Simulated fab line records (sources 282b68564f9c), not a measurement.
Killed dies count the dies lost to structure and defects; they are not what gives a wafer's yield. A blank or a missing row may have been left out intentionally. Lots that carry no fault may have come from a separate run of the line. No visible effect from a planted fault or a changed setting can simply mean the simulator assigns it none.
Split-lot study / flow rit cmos / on a route of 202 steps: 5 lots, 27 wafers read

== SPLIT DETAILS ==
At RIT_CONTACT_DEVELOP_07 (develop time 120 s), the setting develop time s was moved away from the recipe's 120 s on 6 of the 27 wafers read, by +48.1% to +56.7%. The other wafers ran this setting at the recipe's value.

== FROM THE SPLIT TO THE READING: what the file shows between them, 4 steps ==
- RIT_CONTACT_CD_MEAS_08: target cd 1000 nm
- RIT_CONTACT_HARDBAKE_10: time 60 s
- RIT_CONTACT_ETCH_11: etches SiO2 in CHF3/CF4/Ar, stops on TiSi2, target depth 480 nm, time 320 s
- RIT_CONTACT_STRIP_12: strips in O2, time 180 s

== THE READING ==
At RIT_CONTACT_CD_MEAS_90: cd nm in nanometres, against a target cd of 1000 nm. Fault-free wafers of this fab line usually give 1000.1 nm, standard deviation 2.2 nm.

wafer=L077.1; tool, chamber at the split=litho track-02, 0; develop time s as run, s=120; against the recipe=recipe; cd nm, nm=1003.2; against lot-mates on the recipe=-
wafer=L077.2; tool, chamber at the split=litho track-02, 0; develop time s as run, s=120; against the recipe=recipe; cd nm, nm=1003.2; against lot-mates on the recipe=-
wafer=L077.3; tool, chamber at the split=litho track-02, 0; develop time s as run, s=120; against the recipe=recipe; cd nm, nm=1003.6; against lot-mates on the recipe=-
wafer=L077.4; tool, chamber at the split=litho track-02, 0; develop time s as run, s=120; against the recipe=recipe; cd nm, nm=1003.4; against lot-mates on the recipe=-
wafer=L077.5; tool, chamber at the split=litho track-02, 0; develop time s as run, s=120; against the recipe=recipe; cd nm, nm=1004.5; against lot-mates on the recipe=-
wafer=L077.6; tool, chamber at the split=litho track-02, 0; develop time s as run, s=120; against the recipe=recipe; cd nm, nm=1003.1; against lot-mates on the recipe=-
wafer=L078.1; tool, chamber at the split=litho track-02, 0; develop time s as run, s=120; against the recipe=recipe; cd nm, nm=999.0; against lot-mates on the recipe=-
wafer=L078.2; tool, chamber at the split=litho track-02, 0; develop time s as run, s=177.7; against the recipe=+48.1%; cd nm, nm=1028.2; against lot-mates on the recipe=+30.1
wafer=L078.3; tool, chamber at the split=litho track-02, 0; develop time s as run, s=120; against the recipe=recipe; cd nm, nm=998.8; against lot-mates on the recipe=-
wafer=L078.4; tool, chamber at the split=litho track-02, 0; develop time s as run, s=120; against the recipe=recipe; cd nm, nm=996.5; against lot-mates on the recipe=-
wafer=L078.5; tool, chamber at the split=litho track-02, 0; develop time s as run, s=177.7; against the recipe=+48.1%; cd nm, nm=1028.1; against lot-mates on the recipe=+30.0
wafer=L078.6; tool, chamber at the split=litho track-02, 0; develop time s as run, s=177.7; against the recipe=+48.1%; cd nm, nm=1028.7; against lot-mates on the recipe=+30.6
wafer=L080.1; tool, chamber at the split=litho track-01, 0; develop time s as run, s=120; against the recipe=recipe; cd nm, nm=998.5; against lot-mates on the recipe=-
wafer=L080.3; tool, chamber at the split=litho track-01, 0; develop time s as run, s=120; against the recipe=recipe; cd nm, nm=1001.6; against lot-mates on the recipe=-
wafer=L080.4; tool, chamber at the split=litho track-01, 0; develop time s as run, s=120; against the recipe=recipe; cd nm, nm=1000.5; against lot-mates on the recipe=-
wafer=L083.1; tool, chamber at the split=litho track-02, 0; develop time s as run, s=120; against the recipe=recipe; cd nm, nm=1003.3; against lot-mates on the recipe=-
wafer=L083.2; tool, chamber at the split=litho track-02, 0; develop time s as run, s=120; against the recipe=recipe; cd nm, nm=1001.9; against lot-mates on the recipe=-
wafer=L083.3; tool, chamber at the split=litho track-02, 0; develop time s as run, s=120; against the recipe=recipe; cd nm, nm=1001.4; against lot-mates on the recipe=-
wafer=L083.4; tool, chamber at the split=litho track-02, 0; develop time s as run, s=120; against the recipe=recipe; cd nm, nm=1002.8; against lot-mates on the recipe=-
wafer=L083.5; tool, chamber at the split=litho track-02, 0; develop time s as run, s=120; against the recipe=recipe; cd nm, nm=1002.7; against lot-mates on the recipe=-
wafer=L083.6; tool, chamber at the split=litho track-02, 0; develop time s as run, s=120; against the recipe=recipe; cd nm, nm=1003.9; against lot-mates on the recipe=-
wafer=L084.1; tool, chamber at the split=litho track-02, 0; develop time s as run, s=188.1; against the recipe=+56.7%; cd nm, nm=1037.2; against lot-mates on the recipe=+35.3
wafer=L084.2; tool, chamber at the split=litho track-02, 0; develop time s as run, s=188.1; against the recipe=+56.7%; cd nm, nm=1037.9; against lot-mates on the recipe=+36.0
wafer=L084.3; tool, chamber at the split=litho track-02, 0; develop time s as run, s=120; against the recipe=recipe; cd nm, nm=1001.4; against lot-mates on the recipe=-
wafer=L084.4; tool, chamber at the split=litho track-02, 0; develop time s as run, s=120; against the recipe=recipe; cd nm, nm=1001.5; against lot-mates on the recipe=-
wafer=L084.5; tool, chamber at the split=litho track-02, 0; develop time s as run, s=188.1; against the recipe=+56.7%; cd nm, nm=1038.1; against lot-mates on the recipe=+36.2
wafer=L084.6; tool, chamber at the split=litho track-02, 0; develop time s as run, s=120; against the recipe=recipe; cd nm, nm=1002.7; against lot-mates on the recipe=-

FIT RESULTS
A straight line over all 27 wafers: cd nm changes by +0.6 nm for each +1% of develop time s; r = +0.99; the points scatter about the line by 2.1 nm.
The same after taking each lot's own level away (the mean of its wafers on the recipe; 27 wafers): +0.631 nm for each +1%; r = +1.00; scatter 0.8 nm.
The reading moves by 36 nm for the largest change in develop time s, on that fit.
The span of the lots' own levels, 998.10 to 1003.50 nm, comes to 2.5 times the standard deviation stated above.
Hence the lot-to-lot level has little effect on the slope; both slopes agree.
Check: with one of the wafers moved furthest among these (+56.7%) left out of the fit, the line predicts +35.9 nm for it against its lot-mates. It came out at +35.3 nm against them.

== ADDITIONAL SPLITS CARRIED BY THESE WAFERS ==
Other splits were also applied to these wafers ahead of the reading. Each is held against what the fit with the lots' levels taken away leaves over:
other split on the same wafers=RIT_ACTIVE_ETCH_13 time s; wafers away from the commonest value=9; r with cd nm (lot level and that fit taken away)=-0.02
other split on the same wafers=RIT_GATE_ETCH_19 time s; wafers away from the commonest value=12; r with cd nm (lot level and that fit taken away)=+0.14
other split on the same wafers=RIT_SPACER_CLEAN_00 time s; wafers away from the commonest value=21; r with cd nm (lot level and that fit taken away)=+0.02

== THE WHOLE CHAIN: every reading that the file lists as answering this split, in the file's order ==
step=RIT_CONTACT_CD_MEAS_08; what it does=target cd 1000 nm; reading=cd nm; change (the file's fit)=+0.633 nm for each +1% of the setting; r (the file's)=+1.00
step=RIT_CONTACT_ETCH_11; what it does=etches SiO2 in CHF3/CF4/Ar, stops on TiSi2, target depth 480 nm, time 320 s; reading=CONTACT.cd nm (the simulator's own value, which no gauge read); change (the file's fit)=+0.629 nm for each +1% of the setting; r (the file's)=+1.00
step=RIT_CONTACT_CD_MEAS_90; what it does=target cd 1000 nm; reading=cd nm; change (the file's fit)=+0.631 nm for each +1% of the setting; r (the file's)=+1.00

== THE FILE'S OWN FIT ==
cd nm changes by +0.631 nm for each +1% of develop time s, r = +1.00.
